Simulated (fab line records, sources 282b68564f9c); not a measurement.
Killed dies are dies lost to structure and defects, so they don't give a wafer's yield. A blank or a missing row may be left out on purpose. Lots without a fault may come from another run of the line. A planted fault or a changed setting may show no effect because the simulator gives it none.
fab line records | flow rit_cmos
record lots=6 wafers=18 last_day=7
route steps=202 shown NWELL@28 PWELL@39 M1@202
lots that met no fault: from a run of the same line without faults
start_h: hours from the record's first day to the start of the lot's first wafer shown | wait_h: hours since the lot's step before | " the same as in the row above | L1.1+2: a row that stands for several wafers | - no value, or no start given | * or withheld: withheld | < > ~ a bound
route shown NAME@n: a module of which the file shows steps, and the number in the route of the first | usual: mean/standard deviation of fault-free wafers | same: alike in all rows | chamber/n: place in a boat | sites: the reading at each site | _std_site: their standard deviation | _edge_site: outer sites' mean less inner sites' | radius_mm: how far each site lies from the wafer's centre | mask NAME#n: copy n | behind: the tool/chamber that last shaped the wafer | hold: why the lot was held/for how many hours/how that ended | device: the transistor (n, p or np) that didn't switch | end of line: the same wafers' tests at the end of the route | a step without rows: its recipe alone | killed: dies lost to structure and defects at the first sort, not the wafer's yield | map: a wafer's dies, x killed, . not, _ none there
set.NAME: the setting as run; set.NAME@STEP: as run at that earlier step | model.NAME: the simulator's own value behind a step, which no gauge read
lots at some steps of the route; a table a step, a row a wafer
services: from which hour (start_h, from the record's first day; less than 0 if before it) a tool's chamber was out of use, for how many hours, and why
## steps
# step RIT_NWELL_HMDS_00
# recipe prime_time_s=60 prime_temp_c=140
# step RIT_NWELL_COAT_01
# recipe resist=NOVOLAK spin_rpm=2000 resist_thk_nm=1300
# step RIT_NWELL_SOFTBAKE_02
# recipe resist=NOVOLAK temp_c=90 time_s=60
# step RIT_NWELL_EXPOSE_03
# recipe mask_id=M2 na=0.57 target_cd_nm=43900 dose_mj=250
# step RIT_NWELL_PEB_04
# recipe resist=NOVOLAK temp_c=withheld time_s=withheld
# step RIT_NWELL_DEVELOP_05
# recipe resist=NOVOLAK develop_time_s=68 dev_temp_c=23
# step RIT_NWELL_OVL_MEAS_06
# usual NWELL_OVL=-0.5/2
# columns lot.wafer tool chamber start_h wait_h NWELL_OVL[nm]
L307.1 overlay-01 - 25.89 - 0.2
L307.2 " - " " -1.1
L307.4 " - " " -0.6
L308.3 overlay-02 - 30.39 - -4.1
L308.4 " - " " -4.8
L308.6 " - " " -4.8
L310.3 overlay-02 - 41.06 - -0.3
L310.4 " - " " 0.8
L310.5 " - " " 0.7
L311.1 overlay-01 - 47.13 - -1.0
L311.5 " - " " -2.2
L311.6 " - " " -2.5
L312.3 overlay-01 - 51.70 - -3.0
L312.5 " - " " -0.3
L312.6 " - " " -3.3
L329.1 overlay-02 - 136.81 - -0.1
L329.3 " - " " 0.5
L329.4 " - " " 0.4
# step RIT_NWELL_HARDBAKE_07
# recipe resist=NOVOLAK temp_c=140 time_s=120
# step RIT_NWELL_IMPLANT_08
# recipe species=P energy_kev=170 dose_cm2=5e+13 tilt_deg=7
# step RIT_NWELL_STRIP_09
# recipe chemistry=O2 time_s=180 resist=NOVOLAK platen_temp_c=withheld power_w=500 pressure_mtorr=4000 o2_flow_sccm=4000
# usual drypump_motor_current_A=6.2/0.53
# columns lot.wafer tool chamber start_h wait_h drypump_motor_current_A rf_hours_counter_h
L307.1 plasma_asher-01 0 26.32 0.1 5.3 37
L307.2 " 1 " " 6.3 37
L307.4 " 1 " " 6.3 -
L308.3 plasma_asher-04 0 30.87 0.1 6.4 -
L308.4 " 1 " " 6.6 -
L308.6 " 1 " " 6.7 -
L310.3 plasma_asher-01 1 41.54 0.1 6.3 -
L310.4 " 0 " " 5.3 -
L310.5 " 1 " " 6.3 -
L311.1 plasma_asher-03 0 47.57 0.1 6.7 42
L311.5 " 1 " " 5.4 -
L311.6 " 0 " " 6.7 -
L312.3 plasma_asher-03 0 52.18 0.1 6.7 -
L312.5 " 0 " " 6.7 -
L312.6 " 1 " " 5.5 -
L329.1 plasma_asher-03 0 137.25 0.1 6.7 51
L329.3 " 1 " " 5.4 -
L329.4 " 0 " " 6.7 -
# step RIT_NWELL_TW_MEAS_10
# usual NWELL_TW=2126/19
# columns lot.wafer tool chamber start_h wait_h NWELL_TW
L307.1 film_metro-04 - 26.50 0.1 2133
L307.2 " - " " 2131
L307.4 " - " " 2125
L308.3 film_metro-02 - 31.01 0.1 2097
L308.4 " - " " 2100
L308.6 " - " " 2090
L310.3 film_metro-02 - 41.68 0.1 2093
L310.4 " - " " 2095
L310.5 " - " " 2095
L311.1 film_metro-04 - 47.74 0.1 2140
L311.5 " - " " 2143
L311.6 " - " " 2153
L312.3 film_metro-01 - 52.31 0.1 2144
L312.5 " - " " 2157
L312.6 " - " " 2141
L329.1 film_metro-01 - 137.42 0.1 2150
L329.3 " - " " 2138
L329.4 " - " " 2149
# step RIT_PWELL_HMDS_00
# recipe prime_time_s=60 prime_temp_c=140
# step RIT_PWELL_COAT_01
# recipe resist=NOVOLAK spin_rpm=2000 resist_thk_nm=1300
# columns lot.wafer tool chamber start_h wait_h model.NOVOLAK_of_PWELL_COAT_01.thk_nm
L307.1 litho_track-03 0 26.71 0.1 1305
L307.2+4 " 0 " " 1303
L308.3 litho_track-03 0 31.25 0.1 1303
L308.4 " 0 " " 1297
L308.6 " 0 " " 1301
L310.3 litho_track-03 0 41.92 0.1 1322
L310.4 " 0 " " 1316
L310.5 " 0 " " 1323
L311.1 litho_track-01 0 47.95 0.1 1297
L311.5 " 0 " " 1300
L311.6 " 0 " " 1304
L312.3 litho_track-03 0 52.55 0.1 1327
L312.5+6 " 0 " " 1328
L329.1 litho_track-02 0 137.63 0.1 1297
L329.3+4 " 0 " " 1298
# step RIT_PWELL_SOFTBAKE_02
# recipe resist=NOVOLAK temp_c=90 time_s=60
# step RIT_PWELL_EXPOSE_03
# recipe mask_id=M3 na=0.57 target_cd_nm=43700 dose_mj=250
# step RIT_PWELL_PEB_04
# recipe resist=NOVOLAK temp_c=withheld time_s=withheld
# step RIT_PWELL_DEVELOP_05
# recipe resist=NOVOLAK develop_time_s=68 dev_temp_c=23
# step RIT_PWELL_OVL_MEAS_06
# usual PWELL_OVL=0.1/1.5
# columns lot.wafer tool chamber start_h wait_h PWELL_OVL[nm]
L307.1 overlay-02 - 27.44 - 1.0
L307.2 " - " " -0.3
L307.4 " - " " 1.3
L308.3 overlay-02 - 31.94 - 4.6
L308.4 " - " " 3.4
L308.6 " - " " 4.0
L310.3 overlay-02 - 42.74 - -0.1
L310.4 " - " " -0.4
L310.5 " - " " 0.5
L311.1 overlay-02 - 48.68 - -0.4
L311.5 " - " " -1.3
L311.6 " - " " -1.6
L312.3 overlay-02 - 53.37 - 2.9
L312.5 " - " " 1.5
L312.6 " - " " 2.7
L329.1 overlay-01 - 140.16 - 1.7
L329.3 " - " " 0.0
L329.4 " - " " 0.6
# step RIT_PWELL_HARDBAKE_07
# recipe resist=NOVOLAK temp_c=140 time_s=120
# usual heater_power_total_W=52.04/0.061
# columns lot.wafer tool chamber start_h wait_h heater_power_total_W model.NOVOLAK_of_PWELL_COAT_01.thk_nm
L307.1 litho_track-02 0 27.47 0.0 52.13 1141
L307.2 " 0 " " 51.94 1139
L307.4 " 0 " " 52.12 1139
L308.3 litho_track-03 0 32.05 0.1 51.97 1139
L308.4 " 0 " " 52.23 1135
L308.6 " 0 " " 52.15 1138
L310.3 litho_track-02 0 42.84 0.1 52.07 1156
L310.4 " 0 " " 52.17 1151
L310.5 " 0 " " 51.98 1157
L311.1 litho_track-01 0 48.72 0.0 52.03 1134
L311.5 " 0 " " 52.03 1137
L311.6 " 0 " " 52.08 1141
L312.3 litho_track-01 0 53.48 0.1 52.04 1160
L312.5 " 0 " " 52.03 1161
L312.6 " 0 " " 51.95 1161
L329.1 litho_track-01 0 140.19 0.0 52.17 1134
L329.3 " 0 " " 52.11 1135
L329.4 " 0 " " 51.96 1135
# step RIT_PWELL_IMPLANT_08
# recipe species=B energy_kev=170 dose_cm2=7e+13 tilt_deg=7
# step RIT_M1_PROBE_99
# usual killed_at_front_end=7/3.1 killed_dies=7/3.1 killed_open=3.3/2 killed_short=3.4/2.1
# same gross_dies=264 killed_at_M0_to_M3=0 killed_at_M4_up=0 killed_at_back_side=0 killed_at_contacts=0 killed_at_other=0
# columns lot.wafer tool chamber start_h wait_h killed_at_front_end killed_dies killed_open killed_short
L307.1 prober-02 - 62.23 0.1 12 12 7 5
L307.2 prober-02 - 62.28 0.1 11 11 7 4
L307.4 prober-02 - 62.38 0.2 15 15 8 7
L308.3 prober-01 - 67.57 0.2 13 13 5 8
L308.4 prober-01 - 67.62 0.2 9 9 2 7
L308.6 prober-01 - 67.72 0.2 8 8 2 6
L310.3 prober-01 - 78.20 0.2 4 4 1 3
L310.4 prober-01 - 78.25 0.2 4 4 4 0
L310.5 prober-01 - 78.30 0.2 4 4 1 3
L311.1 prober-02 - 82.76 0.1 10 10 4 6
L311.5 prober-02 - 82.96 0.2 7 7 4 3
L311.6 prober-02 - 83.01 0.2 14 14 8 6
L312.3 prober-01 - 89.04 0.2 10 10 3 7
L312.5 prober-01 - 89.14 0.2 6 6 5 1
L312.6 prober-01 - 89.19 0.2 6 6 2 4
L329.1 prober-01 - 178.67 0.1 10 10 1 9
L329.3 prober-01 - 178.77 0.2 7 7 2 5
L329.4 prober-01 - 178.82 0.2 11 11 6 5
# killed by level:class
L307.1 GATE:geometric_particle:short=4 GATE:geometric_particle:open=2 SPACER:geometric_particle:open=2 FOX1:geometric_particle:open=1 REOX:geometric_particle:open=1 SILICIDE:geometric_particle:short=1 SILICIDE:geometric_particle:open=1
L307.2 GATE:geometric_particle:open=3 REOX:geometric_particle:open=2 FOX1:geometric_particle:open=1 GATE:geometric_particle:short=1 REOX:geometric_particle:short=1 SPACER:geometric_particle:short=1 SILICIDE:geometric_particle:open=1 SILICIDE:geometric_particle:short=1
L307.4 SILICIDE:geometric_particle:open=4 FOX1:geometric_particle:short=3 GATE:geometric_particle:open=3 GATE:geometric_particle:short=2 FOX1:geometric_particle:open=1 SPACER:geometric_particle:short=1 SILICIDE:geometric_particle:short=1
L308.3 GATE:geometric_particle:open=5 GATE:geometric_particle:short=4 SPACER:geometric_particle:short=2 FOX1:geometric_particle:short=1 REOX:geometric_particle:short=1
L308.4 REOX:geometric_particle:short=5 FOX1:geometric_particle:short=1 FOX2:geometric_particle:open=1 GATE:geometric_particle:short=1 GATE:geometric_particle:open=1
L308.6 GATE:geometric_particle:short=4 FOX1:geometric_particle:short=2 SPACER:geometric_particle:open=1 SILICIDE:geometric_particle:open=1
L310.3 GATE:geometric_particle:short=2 FOX2:geometric_particle:short=1 FOX2:geometric_particle:open=1
L310.4 SILICIDE:geometric_particle:open=2 FOX1:geometric_particle:open=1 SPACER:geometric_particle:open=1
L310.5 GATE:geometric_particle:short=3 GATE:geometric_particle:open=1
L311.1 FOX2:geometric_particle:short=3 FOX1:geometric_particle:open=1 FOX2:geometric_particle:open=1 GATE:geometric_particle:short=1 REOX:geometric_particle:open=1 SPACER:geometric_particle:short=1 SPACER:geometric_particle:open=1 SILICIDE:geometric_particle:short=1
L311.5 FOX1:geometric_particle:short=2 REOX:geometric_particle:open=2 FOX1:geometric_particle:open=1 GATE:geometric_particle:short=1 SPACER:geometric_particle:open=1
L311.6 FOX1:geometric_particle:short=2 GATE:geometric_particle:open=2 SPACER:geometric_particle:open=2 SILICIDE:geometric_particle:open=2 FOX1:geometric_particle:open=1 FOX2:geometric_particle:short=1 FOX2:geometric_particle:open=1 GATE:geometric_particle:short=1
L312.3 REOX:geometric_particle:short=3 FOX2:geometric_particle:short=2 FOX2:geometric_particle:open=1 GATE:geometric_particle:open=1 REOX:geometric_particle:open=1 SPACER:geometric_particle:short=1 SILICIDE:geometric_particle:short=1
L312.5 GATE:geometric_particle:open=2 REOX:geometric_particle:open=2 SPACER:geometric_particle:open=1 SILICIDE:geometric_particle:short=1
L312.6 SPACER:geometric_particle:short=3 GATE:geometric_particle:open=2 FOX1:geometric_particle:short=1
L329.1 FOX1:geometric_particle:short=5 GATE:geometric_particle:short=2 SPACER:geometric_particle:short=2 GATE:geometric_particle:open=1
L329.3 FOX1:geometric_particle:open=2 GATE:geometric_particle:short=2 FOX1:geometric_particle:short=1 REOX:geometric_particle:short=1 SPACER:geometric_particle:short=1
L329.4 GATE:geometric_particle:open=4 FOX1:geometric_particle:short=1 FOX2:geometric_particle:short=1 GATE:geometric_particle:short=1 REOX:geometric_particle:short=1 SPACER:geometric_particle:open=1 SILICIDE:geometric_particle:open=1 SILICIDE:geometric_particle:short=1
## services
# columns tool chamber start_h hours kind
plasma_asher-03 - 29.45 3.2 repair
plasma_asher-04 - 87.09 2.8 pm
plasma_asher-04 - 114.73 0.3 repair
plasma_asher-04 - 115.27 2.3 repair
plasma_asher-03 - 117.44 8.2 repair
## key
first_sign none at tools or gauges
model_effect step=RIT_PWELL_COAT_01 value=NOVOLAK_of_PWELL_COAT_01.thk_nm without=1299 struck=1324
model_effect step=RIT_PWELL_HARDBAKE_07 value=NOVOLAK_of_PWELL_COAT_01.thk_nm without=1136 struck=1158
met_at RIT_PWELL_COAT_01
struck_wafers L310.3,L310.4,L310.5,L312.3,L312.5,L312.6
tester_left_out L310,L312
onset_between 31.25 41.92
fault kind=process_parameter_drift tool=litho_track-03 chamber=- onset_h=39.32 steps=RIT_PWELL_COAT_01 channel=resist_thk_nm offset=25.206 shape=step end_h=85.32 acts_in=these_recipes_only stated=1300
# tester_left_out: of these lots the tester's yield and bins aren't shown, on N5 and GAA mostly nor the transistor test; their killed dies are dies lost to structure and defects alone, not to doping, threshold or leakage, so they don't give the yield
